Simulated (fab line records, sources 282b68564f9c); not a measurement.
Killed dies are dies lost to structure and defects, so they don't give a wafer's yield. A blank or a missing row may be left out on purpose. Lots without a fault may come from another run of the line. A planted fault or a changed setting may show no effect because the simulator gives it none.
fab line records | flow rit_cmos
record lots=14 wafers=42 last_day=7
route steps=202 shown ACTIVE@15 FOX1@21 GATE@96 M1@196
lots that met no fault: from a run of the same line without faults
start_h: hours from the record's first day to the start of the lot's first wafer shown | wait_h: hours since the lot's step before | " the same as in the row above | L1.1+2: a row that stands for several wafers | - no value, or no start given | * or withheld: withheld | < > ~ a bound
route shown NAME@n: a module of which the file shows steps, and the number in the route of the first | usual: mean/standard deviation of fault-free wafers | same: alike in all rows | chamber/n: place in a boat | sites: the reading at each site | _std_site: their standard deviation | _edge_site: outer sites' mean less inner sites' | radius_mm: how far each site lies from the wafer's centre | mask NAME#n: copy n | behind: the tool/chamber that last shaped the wafer | hold: why the lot was held/for how many hours/how that ended | device: the transistor (n, p or np) that didn't switch | end of line: the same wafers' tests at the end of the route | a step without rows: its recipe alone | killed: dies lost to structure and defects at the first sort, not the wafer's yield | map: a wafer's dies, x killed, . not, _ none there
set.NAME: the setting as run; set.NAME@STEP: as run at that earlier step | model.NAME: the simulator's own value behind a step, which no gauge read
steps of the route over a sample of lots; a table a step, a row a wafer
services: from which hour (start_h, from the record's first day; less than 0 if before it) a tool's chamber was out of use, for how many hours, and why
## steps
# step RIT_ACTIVE_STRIP_14
# recipe chemistry=O2 time_s=180 resist=NOVOLAK platen_temp_c=withheld power_w=500 pressure_mtorr=4000 o2_flow_sccm=4000
# usual drypump_motor_current_A=5.9/0.31 o2_flow_sccm=4000/10 rf_refl_power_W=6.8/1
# same time_s=180
# columns lot.wafer tool chamber start_h wait_h drypump_motor_current_A o2_flow_sccm rf_hours_counter_h rf_refl_power_W
L681.1 plasma_asher-04 1 15.49 0.1 5.6 3996 22 6.9
L681.2 " 0 " " 6.3 3990 22 8.2
L681.3 " 0 " " 6.3 3997 - 8.3
L682.1 plasma_asher-04 0 21.79 0.1 6.3 3990 23 8.0
L682.4 " 1 " " 5.6 4000 - 6.7
L682.5 " 0 " " 6.2 3981 - 8.0
L684.2 plasma_asher-03 1 30.60 0.1 6.3 3990 42 6.0
L684.3 " 0 " " 5.9 4015 - 8.3
L684.6 " 0 " " 6.0 4007 - 9.0
L686.1 plasma_asher-01 1 41.70 0.1 6.1 4011 36 6.1
L686.4 " 1 " " 6.1 4019 - 6.2
L686.6 " 1 " " 6.1 4012 - 5.9
L688.2 plasma_asher-03 1 51.83 0.1 6.3 4006 44 6.4
L688.3 " 0 " " 6.0 3996 - 8.1
L688.5 " 0 " " 5.9 4001 - 8.5
L689.2 plasma_asher-01 1 59.28 0.1 6.1 4008 37 6.2
L689.4 " 1 " " 6.1 4000 - 6.2
L689.6 " 0 " " 5.6 3995 - 5.6
L690.3 plasma_asher-01 0 60.87 0.1 5.6 4003 - 5.4
L690.4 " 1 " " 6.1 4007 - 6.0
L690.5 " 1 " " 6.1 4005 - 6.1
L692.2 plasma_asher-01 0 71.18 0.1 5.6 3994 38 5.7
L692.3 " 1 " " 6.1 3992 - 5.9
L692.6 " 1 " " 6.1 3970 - 5.9
L693.1 plasma_asher-04 1 78.37 0.1 5.6 4007 29 6.6
L693.2 " 0 " " 6.4 4012 29 8.2
L693.3 " 0 " " 6.3 4002 - 8.2
L697.2 plasma_asher-04 1 95.48 0.1 5.5 4002 30 6.6
L697.4 " 1 " " 5.6 3993 - 6.8
L697.5 " 0 " " 6.3 3999 - 7.9
L699.1 plasma_asher-04 1 106.29 0.1 5.6 4004 31 6.6
L699.2 " 0 " " 6.3 4015 31 8.3
L699.5 " 1 " " 5.6 3996 - 7.0
L700.1 plasma_asher-04 1 112.27 0.1 5.6 3994 32 6.6
L700.2 " 0 " " 6.2 3992 32 7.8
L700.4 " 0 " " 6.3 3982 - 8.1
L703.3 plasma_asher-04 1 127.01 0.1 5.5 3988 - 7.0
L703.5 " 1 " " 5.6 3986 - 7.0
L703.6 " 0 " " 6.3 4001 - 8.0
L704.1 plasma_asher-01 0 129.84 0.1 5.6 4001 1 5.6
L704.2 " 1 " " 6.1 3997 1 6.2
L704.4 " 0 " " 5.6 4010 - 5.8
# step RIT_FOX1_THK_MEAS_01
# recipe reads=SiO2_of_FOX1_OXIDATION_00
# usual FOX1_OXIDE_THK=349/5.7
# columns lot.wafer tool chamber start_h wait_h FOX1_OXIDE_THK[nm]
L681.1 film_metro-02 - 18.69 0.0 340
L681.2 " - " " 339
L681.3 " - " " 338
L682.1 film_metro-04 - 25.09 0.0 342
L682.4 " - " " 342
L682.5 " - " " 339
L684.2 film_metro-04 - 32.59 0.0 349
L684.3 " - " " 356
L684.6 " - " " 350
L686.1 film_metro-04 - 44.34 0.0 349
L686.4 " - " " 343
L686.6 " - " " 347
L688.2 film_metro-03 - 56.84 0.0 345
L688.3 " - " " 350
L688.5 " - " " 351
L689.2 film_metro-04 - 61.68 0.0 345
L689.4 " - " " 344
L689.6 " - " " 344
L690.3 film_metro-03 - 63.84 0.0 355
L690.4 " - " " 359
L690.5 " - " " 357
L692.2 film_metro-02 - 76.15 0.0 347
L692.3 " - " " 353
L692.6 " - " " 353
L693.1 film_metro-03 - 80.35 0.0 344
L693.2 " - " " 353
L693.3 " - " " 342
L697.2 film_metro-03 - 98.40 0.0 336
L697.4 " - " " 343
L697.5 " - " " 345
L699.1 film_metro-02 - 110.51 0.0 357
L699.2 " - " " 356
L699.5 " - " " 355
L700.1 film_metro-02 - 114.30 0.0 347
L700.2 " - " " 347
L700.4 " - " " 342
L703.3 film_metro-02 - 129.55 0.0 357
L703.5 " - " " 361
L703.6 " - " " 356
L704.1 film_metro-03 - 132.45 0.0 357
L704.2 " - " " 353
L704.4 " - " " 357
# step RIT_GATE_STRIP_20
# recipe chemistry=O2 time_s=180 resist=NOVOLAK platen_temp_c=withheld power_w=500 pressure_mtorr=4000 o2_flow_sccm=4000
# usual drypump_motor_current_A=5.99/0.24 o2_flow_sccm=3998/11 rf_refl_power_W=7.5/0.92
# same time_s=180
# columns lot.wafer tool chamber start_h wait_h drypump_motor_current_A o2_flow_sccm rf_hours_counter_h rf_refl_power_W
L681.1 plasma_asher-03 0 41.36 0.1 5.93 3982 43 9.0
L681.2 " 1 " " 6.31 4020 43 6.0
L681.3 " 0 " " 5.94 4015 - 8.7
L682.1 plasma_asher-02 1 48.63 0.1 5.86 3979 40 7.0
L682.4 " 1 " " 5.83 3974 - 7.0
L682.5 " 1 " " 5.85 3984 - 7.2
L684.2 plasma_asher-03 1 59.03 0.1 6.32 4004 45 6.1
L684.3 " 0 " " 5.93 4020 - 8.8
L684.6 " 1 " " 6.30 3986 - 6.1
L686.1 plasma_asher-04 1 68.87 0.1 5.58 4006 27 7.0
L686.4 " 1 " " 5.59 3993 - 6.6
L686.6 " 1 " " 5.60 3989 - 7.1
L688.2 plasma_asher-04 0 79.87 0.1 6.32 4001 29 8.3
L688.3 " 1 " " 5.59 3996 - 6.7
L688.5 " 1 " " 5.57 4001 - 6.8
L690.3 plasma_asher-03 0 84.68 0.1 5.95 3991 - 8.5
L690.4 " 1 " " 6.31 3983 - 6.0
L690.5 " 0 " " 5.95 3982 - 8.4
L689.2 plasma_asher-02 0 86.35 0.1 5.94 3998 44 8.2
L689.4 " 0 " " 5.97 4003 - 8.0
L689.6 " 0 " " 5.98 4000 - 7.7
L692.2 plasma_asher-02 1 99.71 0.1 5.86 3974 45 7.1
L692.3 " 0 " " 5.97 3996 - 8.2
L692.6 " 1 " " 5.80 3991 - 7.4
L693.1 plasma_asher-04 1 103.21 0.1 5.58 4006 31 6.9
L693.2 " 0 " " 6.29 3980 31 7.7
L693.3 " 0 " " 6.30 3995 - 8.1
L697.2 plasma_asher-03 0 117.67 0.1 5.90 3985 51 9.2
L697.4 " 1 " " 6.27 3990 - 6.1
L697.5 " 0 " " 5.93 3993 - 9.0
L699.1 plasma_asher-02 1 133.82 0.1 5.84 4000 49 7.3
L699.2 " 0 " " 5.95 3994 49 8.0
L699.5 " 0 " " 5.96 3995 - 8.1
L700.1 plasma_asher-02 0 136.83 0.1 5.97 4011 50 8.1
L700.2 " 1 " " 5.86 3987 50 7.2
L700.4 " 0 " " 5.94 3983 - 7.9
L703.3 plasma_asher-04 1 152.23 0.1 5.58 4014 - 6.7
L703.5 " 1 " " 5.60 3997 - 6.5
L703.6 " 0 " " 6.30 3995 - 7.8
L704.1 plasma_asher-02 0 152.53 0.1 5.93 3992 51 8.0
L704.2 " 1 " " 5.83 4012 51 7.1
L704.4 " 1 " " 5.84 3988 - 7.3
# step RIT_M1_METAL_ETCH_12
# recipe stop_on=SiO2 chemistry=Cl2/BCl3 target=Al time_s=165 over_etch_frac=0.5 pressure_mtorr=100 target_depth_a=6000 rf_w=250 Cl2_flow_sccm=60 bcl3_flow_sccm=50
# usual drypump_motor_current_A=5.9/0.54 oes_product_au=0.779/0.016 throttle_valve_pct=8.27/0.1
# same time_s=165
# columns lot.wafer tool chamber start_h wait_h drypump_motor_current_A oes_product_au rf_hours_counter_h throttle_valve_pct
L681.1 rie_metal-03 0 59.60 0.2 6.0 0.778 34 8.41
L681.2 " 1 " " 6.2 0.787 35 8.29
L681.3 " 1 " " 6.2 0.778 - 8.28
L682.1 rie_metal-02 0 70.08 0.2 6.3 0.795 1 8.13
L682.4 " 0 " " 6.3 0.794 - 8.11
L682.5 " 0 " " 6.3 0.803 - 8.11
L684.2 rie_metal-03 0 76.72 0.2 6.0 0.773 34 8.41
L684.3 " 1 " " 6.2 0.781 - 8.27
L684.6 " 1 " " 6.2 0.787 - 8.30
L686.1 rie_metal-01 0 86.50 0.2 4.8 0.770 5 8.35
L686.4 " 0 " " 4.9 0.777 - 8.35
L686.6 " 0 " " 4.9 0.782 - 8.36
L688.2 rie_metal-02 0 98.56 0.2 6.3 0.807 - 8.11
L688.3 " 0 " " 6.3 0.803 - 8.12
L688.5 " 0 " " 6.3 0.797 - 8.11
L690.3 rie_metal-01 1 104.27 0.2 6.2 0.792 - 8.21
L690.4 " 0 " " 4.9 0.773 - 8.34
L690.5 " 1 " " 6.2 0.783 - 8.19
L689.2 rie_metal-03 0 105.11 0.2 6.0 0.777 34 8.42
L689.4 " 0 " " 6.0 0.777 - 8.42
L689.6 " 1 " " 6.2 0.790 - 8.28
L692.2 rie_metal-01 0 117.06 0.2 4.9 0.773 - 8.36
L692.3 " 0 " " 4.9 0.776 - 8.36
L692.6 " 0 " " 4.9 0.767 - 8.35
L693.1 rie_metal-03 0 121.57 0.2 6.0 0.783 34 8.41
L693.2 " 1 " " 6.2 0.787 36 8.29
L693.3 " 0 " " 6.0 0.780 - 8.41
L697.2 rie_metal-02 0 136.74 0.2 6.3 0.804 2 8.11
L697.4 " 0 " " 6.3 0.802 - 8.10
L697.5 " 0 " " 6.3 0.804 - 8.12
L699.1 rie_metal-02 1 152.01 0.2 6.2 0.740 1 8.20
L699.2 " 0 " " 6.3 0.800 2 8.11
L699.5 " 0 " " 6.3 0.801 - 8.13
L700.1 rie_metal-01 1 155.20 0.2 6.2 0.794 5 8.20
L700.2 " 0 " " 4.8 0.775 6 8.34
L700.4 " 0 " " 4.8 0.767 - 8.36
L703.3 rie_metal-01 0 170.50 0.2 4.9 0.774 - 8.35
L703.5 " 1 " " 6.2 0.781 - 8.18
L703.6 " 0 " " 4.9 0.769 - 8.36
L704.1 rie_metal-03 1 171.43 0.2 6.2 0.778 0 8.30
L704.2 " 0 " " 6.0 0.788 0 8.39
L704.4 " 0 " " 6.0 0.782 - 8.42
# step RIT_M1_CD_MEAS_90
# recipe target_cd_nm=2600
# usual cd_nm=2600.1/1.9
# columns lot.wafer tool chamber start_h wait_h cd_nm
L681.1 cd_sem-02 - 60.12 0.1 2598.2
L681.2 " - " " 2599.5
L681.3 " - " " 2600.4
L682.1 cd_sem-02 - 70.59 0.1 2598.3
L682.4 " - " " 2600.0
L682.5 " - " " 2597.7
L684.2 cd_sem-02 - 77.25 0.1 2600.1
L684.3 " - " " 2599.3
L684.6 " - " " 2600.9
L686.1 cd_sem-02 - 87.02 0.1 2600.1
L686.4 " - " " 2601.4
L686.6 " - " " 2598.3
L688.2 cd_sem-02 - 99.22 0.1 2599.0
L688.3 " - " " 2600.0
L688.5 " - " " 2599.1
L690.3 cd_sem-01 - 104.78 0.1 2601.7
L690.4 " - " " 2600.7
L690.5 " - " " 2602.3
L689.2 cd_sem-01 - 105.81 0.1 2599.3
L689.4 " - " " 2594.8
L689.6 " - " " 2599.2
L692.2 cd_sem-02 - 117.70 0.1 2602.8
L692.3 " - " " 2601.1
L692.6 " - " " 2601.3
L693.1 cd_sem-02 - 122.25 0.1 2599.2
L693.2 " - " " 2602.8
L693.3 " - " " 2601.9
L697.2 cd_sem-02 - 137.27 0.1 2592.8
L697.4 " - " " 2592.6
L697.5 " - " " 2591.4
L699.1 cd_sem-02 - 152.52 0.1 2599.5
L699.2 " - " " 2592.8
L699.5 " - " " 2591.7
L700.1 cd_sem-02 - 155.72 0.1 2602.5
L700.2 " - " " 2601.4
L700.4 " - " " 2602.1
L703.3 cd_sem-01 - 171.02 0.1 2600.7
L703.5 " - " " 2598.6
L703.6 " - " " 2601.7
L704.1 cd_sem-01 - 171.94 0.1 2599.1
L704.2 " - " " 2599.0
L704.4 " - " " 2598.3
# step RIT_M1_PROBE_99
# usual defect_limited_yield=97.4/1.1 killed_at_contacts=0.1/0.31 killed_at_front_end=7/3 killed_dies=7/3 killed_open=3.2/1.9 killed_short=3.6/2.2 sort_bin_3_pad_short=0.1/0.24 sort_bin_5_function=1.5/0.78 sort_bin_6_memory=1.0/0.66 sort_n_pass=257/3 sort_yield_pct=97.4/1.1
# same gross_dies=264 killed_at_M0_to_M3=0 killed_at_M4_up=0 killed_at_back_side=0 killed_at_other=0
# columns lot.wafer tool chamber start_h wait_h defect_limited_yield[%] killed_at_contacts killed_at_front_end killed_dies killed_open killed_short sort_bin_3_pad_short[%] sort_bin_5_function[%] sort_bin_6_memory[%] sort_n_pass sort_yield_pct[%]
L681.1 prober-02 - 61.86 0.1 97.3 0 7 7 5 2 0.4 0.8 1.5 257 97.3
L681.2 prober-02 - 61.91 0.1 95.8 0 11 11 5 6 0.4 1.9 1.9 253 95.8
L681.3 prober-02 - 61.96 0.2 98.1 0 5 5 2 3 0 1.1 0.8 259 98.1
L684.2 prober-01 - 79.02 0.1 97.0 0 8 8 6 2 0 1.1 1.9 256 97.0
L684.3 prober-01 - 79.07 0.2 95.5 0 12 12 7 5 0 2.7 1.9 252 95.5
L684.6 prober-01 - 79.22 0.2 96.6 0 9 9 2 7 0 1.9 1.5 255 96.6
L693.1 prober-02 - 123.99 0.1 97.3 0 7 7 1 6 0 1.1 1.5 257 97.3
L693.2 prober-02 - 124.04 0.1 95.8 0 11 11 5 6 0 1.9 2.3 253 95.8
L693.3 prober-02 - 124.09 0.2 96.2 0 10 10 4 6 0 2.3 1.5 254 96.2
L697.2 prober-02 - 139.04 0.1 96.2 1 9 10 2 8 0 1.9 1.9 254 96.2
L697.4 prober-02 - 139.14 0.2 96.2 0 10 10 7 3 0.4 1.9 1.5 254 96.2
L697.5 prober-02 - 139.19 0.2 95.5 0 12 12 4 8 0.8 1.9 1.9 252 95.5
L699.1 prober-02 - 154.26 0.1 97.0 0 8 8 5 3 0 2.7 0.4 256 97.0
L699.2 prober-02 - 154.31 0.1 95.1 0 13 13 9 4 0 3.0 1.9 251 95.1
L699.5 prober-02 - 154.46 0.2 97.0 0 8 8 3 5 0 1.1 1.9 256 97.0
L704.1 prober-01 - 174.22 0.1 97.0 0 8 8 5 3 0 2.3 0.8 256 97.0
L704.2 prober-01 - 174.27 0.1 98.5 0 4 4 2 2 0 0 1.5 260 98.5
L704.4 prober-01 - 174.37 0.2 98.9 0 3 3 2 1 0 0.8 0.4 261 98.9
# killed by level:class
L681.1 REOX:geometric_particle:open=2 REOX:geometric_particle:short=2 GATE:geometric_particle:open=1 SPACER:geometric_particle:open=1 SILICIDE:geometric_particle:open=1
L681.2 GATE:geometric_particle:short=2 REOX:geometric_particle:short=2 SPACER:geometric_particle:short=2 FOX1:geometric_particle:open=1 GATE:geometric_particle:open=1 REOX:geometric_particle:open=1 SPACER:geometric_particle:open=1 SILICIDE:geometric_particle:open=1
L681.3 FOX1:geometric_particle:short=2 GATE:geometric_particle:open=1 REOX:geometric_particle:short=1 SPACER:geometric_particle:open=1
L684.2 GATE:geometric_particle:open=2 GATE:geometric_particle:short=2 SILICIDE:geometric_particle:open=2 FOX2:geometric_particle:open=1 SPACER:geometric_particle:open=1
L684.3 GATE:geometric_particle:short=2 REOX:geometric_particle:open=2 SPACER:geometric_particle:open=2 SPACER:geometric_particle:short=2 SILICIDE:geometric_particle:open=2 GATE:geometric_particle:open=1 REOX:geometric_particle:short=1
L684.6 GATE:geometric_particle:short=5 ACTIVE:geometric_particle:short=1 FOX1:geometric_particle:open=1 SILICIDE:geometric_particle:short=1 SILICIDE:geometric_particle:open=1
L693.1 FOX1:geometric_particle:short=3 SPACER:geometric_particle:short=2 FOX1:geometric_particle:open=1 GATE:geometric_particle:short=1
L693.2 FOX2:geometric_particle:open=2 FOX2:geometric_particle:short=2 GATE:geometric_particle:short=2 FOX1:geometric_particle:open=1 GATE:geometric_particle:open=1 REOX:geometric_particle:short=1 REOX:geometric_particle:open=1 SILICIDE:geometric_particle:short=1
L693.3 GATE:geometric_particle:short=3 FOX2:geometric_particle:open=2 FOX2:geometric_particle:short=1 GATE:geometric_particle:open=1 REOX:geometric_particle:open=1 SPACER:geometric_particle:short=1 SILICIDE:geometric_particle:short=1
L697.2 GATE:geometric_particle:short=3 FOX1:geometric_particle:short=2 FOX2:geometric_particle:short=1 REOX:geometric_particle:open=1 SPACER:geometric_particle:open=1 SILICIDE:geometric_particle:short=1 CONTACT:geometric_particle:short=1
L697.4 GATE:geometric_particle:open=2 GATE:geometric_particle:short=2 SPACER:geometric_particle:open=2 SILICIDE:geometric_particle:open=2 FOX1:geometric_particle:open=1 SILICIDE:geometric_particle:short=1
L697.5 GATE:geometric_particle:short=5 FOX1:geometric_particle:short=2 GATE:geometric_particle:open=2 REOX:geometric_particle:open=1 SPACER:geometric_particle:short=1 SILICIDE:geometric_particle:open=1
L699.1 FOX1:geometric_particle:open=4 FOX1:geometric_particle:short=1 FOX2:geometric_particle:short=1 GATE:geometric_particle:open=1 SPACER:geometric_particle:short=1
L699.2 GATE:geometric_particle:open=6 FOX2:geometric_particle:short=2 GATE:geometric_particle:short=2 REOX:geometric_particle:open=2 FOX1:geometric_particle:open=1
L699.5 GATE:geometric_particle:short=4 FOX2:geometric_particle:open=1 GATE:geometric_particle:open=1 SPACER:geometric_particle:open=1 SPACER:geometric_particle:short=1
L704.1 GATE:geometric_particle:short=2 GATE:geometric_particle:open=2 FOX1:geometric_particle:open=1 FOX2:geometric_particle:open=1 REOX:geometric_particle:short=1 REOX:geometric_particle:open=1
L704.2 FOX1:geometric_particle:short=1 GATE:geometric_particle:open=1 REOX:geometric_particle:short=1 SPACER:geometric_particle:open=1
L704.4 REOX:geometric_particle:open=1 REOX:geometric_particle:short=1 SPACER:geometric_particle:open=1
## services
# columns tool chamber start_h hours kind
plasma_asher-01 - -7.73 12.9 repair
rie_metal-02 - -5.62 20.0 pm
rie_metal-02 0 -5.62 20.0 vent_cycle
rie_metal-02 1 -5.62 20.0 vent_cycle
rie_metal-02 0 14.38 - clean
rie_metal-02 1 25.37 2.3 repair
rie_metal-02 - 53.05 2.8 pm
plasma_asher-04 - 84.26 1.3 repair
rie_metal-02 1 84.95 27.4 repair
plasma_asher-04 - 103.48 2.8 pm
plasma_asher-01 - 108.75 9.0 pm
plasma_asher-01 0 108.75 9.0 vent_cycle
plasma_asher-01 1 108.75 9.0 vent_cycle
rie_metal-01 1 113.16 18.3 repair
rie_metal-03 - 115.71 0.7 repair
plasma_asher-01 0 117.75 - clean
plasma_asher-01 1 117.75 - clean
rie_metal-03 - 136.12 20.0 pm
rie_metal-03 0 136.12 20.0 vent_cycle
rie_metal-03 1 136.12 20.0 vent_cycle
plasma_asher-03 - 147.35 23.8 pm
rie_metal-03 0 156.12 - clean
rie_metal-03 1 156.12 - clean
plasma_asher-04 - 158.75 0.6 repair
## key
first_sign step=RIT_M1_CD_MEAS_90 reading=cd_nm direction=down sigmas=4.1 usual=2600.1 struck=2592.3
effect none on later readings
met_at RIT_M1_METAL_ETCH_12
struck_lots L697,L699
struck_wafers L697.2,L697.4,L697.5,L699.2,L699.5
not_acting_at RIT_ACTIVE_STRIP_14,RIT_FOX1_THK_MEAS_01,RIT_GATE_STRIP_20
onset_between 98.56 136.74
fault kind=process_parameter_drift tool=rie_metal-02 chamber=0 onset_h=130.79 steps=RIT_M1_METAL_ETCH_12 channel=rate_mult offset=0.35 shape=step end_h=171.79
